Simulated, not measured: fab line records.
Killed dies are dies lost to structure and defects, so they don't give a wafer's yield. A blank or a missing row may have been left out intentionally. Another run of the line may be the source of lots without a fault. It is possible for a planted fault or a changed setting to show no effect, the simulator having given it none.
Problem report, 8D (eight disciplines) form, completed by code / flow rit_cmos / the parts of the form that need people (team, actions taken, sign-off) are left out

== 1. PROBLEM STATEMENT ==
FOX2_OXIDE_THK at RIT_FOX2_THK_MEAS_01 reads a mean of 406 nm on 6 wafers of 2 lots; wafers without a fault read 351 nm with a standard deviation of 7.9. That puts it +7.0 standard deviations away from the usual mean.
First observed at day 3 12:05: wafer L543.3, on film_metro-03. Wafers with a number at this step in the record: 42, from 14 lots. Rule for "out" (also "out of limits"): further than 4 standard deviations from the usual mean. The rest of the wafers with a number are treated as sound.

== 2. WHAT IT IS AND WHAT IT IS NOT ==
question=which readings at this step | is=FOX2_OXIDE_THK | is not=-
question=which lots | is=L543, L547 | is not=L535, L536, L537, L538, L544, L546, L549, L550, L553, L554, L555, L556
question=which wafers of those lots | is=all that have a number | is not=-
question=read on which gauges | is=film_metro-01, film_metro-03 | is not=film_metro-04
question=when | is=from day 3 12:05 | is not=up to then (12 sound wafers); but 24 sound wafers of L544, L546, L549, L550, L553, L554, L555, L556 came after

== 3. WHAT RULES OUT EACH SUSPECT ==
Counting: any tool at a process step up to the reading is kept as a suspect provided that every lot that is out went through it and no sound lot did after the first of them.
- ruled out: the gauge at RIT_FOX2_THK_MEAS_01. Those wafers that are out were read across 2 gauges (film_metro-01, film_metro-03).
- furnace-03 at RIT_FOX2_OXIDATION_00 (target thk 350.7 nm, ox time 1130 s): kept. It processed each lot that is out, first L543 at day 3 10:44, and no sound lot thereafter; up to then, the last sound lot it processed was L536 at day 1 22:11. Its own readings are out on those wafers: spike_tc_centre_C, spike_tc_load_C, spike_tc_source_C, tube_center_temp_C, tube_center_temp_C_max.
Left after counting: furnace-03 at RIT_FOX2_OXIDATION_00.

== 4. THE CAUSE (what the simulator had put in) ==
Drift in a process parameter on furnace-03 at RIT_FOX2_OXIDATION_00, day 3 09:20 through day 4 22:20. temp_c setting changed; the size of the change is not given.
The count eliminated every tool but this one.

== 5. THE CHAIN OF EFFECTS, in route order ==
Each row: a reading whose mean over the struck wafers that have a number lies more than 3 standard deviations from the usual. Readings are gone through only where the record gives a usual standard deviation; hours: the median, over the lots, of the time from a lot's start at the first step in this table giving one to that lot's start at this step; sigmas: the change measured in usual standard deviations.
hours=0; step=RIT_FOX2_OXIDATION_00; reading=spike_tc_centre_C; usual=1102.8 C; on struck wafers=1137.5; change=+34.8; sigmas=+29
hours=0; step=RIT_FOX2_OXIDATION_00; reading=spike_tc_load_C; usual=1128 C; on struck wafers=1159; change=+31; sigmas=+10
hours=0; step=RIT_FOX2_OXIDATION_00; reading=spike_tc_source_C; usual=1123.8 C; on struck wafers=1160.5; change=+36.7; sigmas=+12
hours=0; step=RIT_FOX2_OXIDATION_00; reading=tube_center_temp_C; usual=1100 C; on struck wafers=1133; change=+33; sigmas=+99 or more
hours=0; step=RIT_FOX2_OXIDATION_00; reading=tube_center_temp_C_max; usual=1102.8; on struck wafers=1136.3; change=+33.5; sigmas=+73
hours=1; step=RIT_FOX2_THK_MEAS_01; reading=FOX2_OXIDE_THK; usual=351 nm; on struck wafers=406; change=+55; sigmas=+7.0
hours=2; step=RIT_FOX2_THK_MEAS_90; reading=FIELD_OXIDE_LEFT_1_THK; usual=324 nm; on struck wafers=379; change=+55; sigmas=+6.9
hours=15; step=RIT_FOX2_THK_MEAS_91; reading=FIELD_OXIDE_LEFT_2_THK; usual=256 nm; on struck wafers=312; change=+56; sigmas=+7.0
Process steps it contains:
- RIT_FOX2_OXIDATION_00: target thk 350.7 nm, ox time 1130 s.
At these later measuring or inspecting steps, every struck wafer for which the step has a row has a number for every such reading, and none has moved that far: RIT_PRETRO_OVL_MEAS_06.

== 6. HOW IT WOULD HAVE BEEN CAUGHT EARLIER ==
3 hours passed between the start of the fault at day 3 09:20 and the first reading out of limits at a measuring or inspecting step in this record, taken at day 3 12:05.
At RIT_FOX2_OXIDATION_00, the tool's own readings (spike_tc_centre_C, spike_tc_load_C, spike_tc_source_C, tube_center_temp_C, tube_center_temp_C_max) were out on each struck wafer the step has a row for, so an alarm limit on them would have fired on the first such wafer.
Of the lots that are out (2), L547 began RIT_FOX2_OXIDATION_00 on furnace-03 after day 3 12:05. Had the tool been put on hold then, it would have been spared.
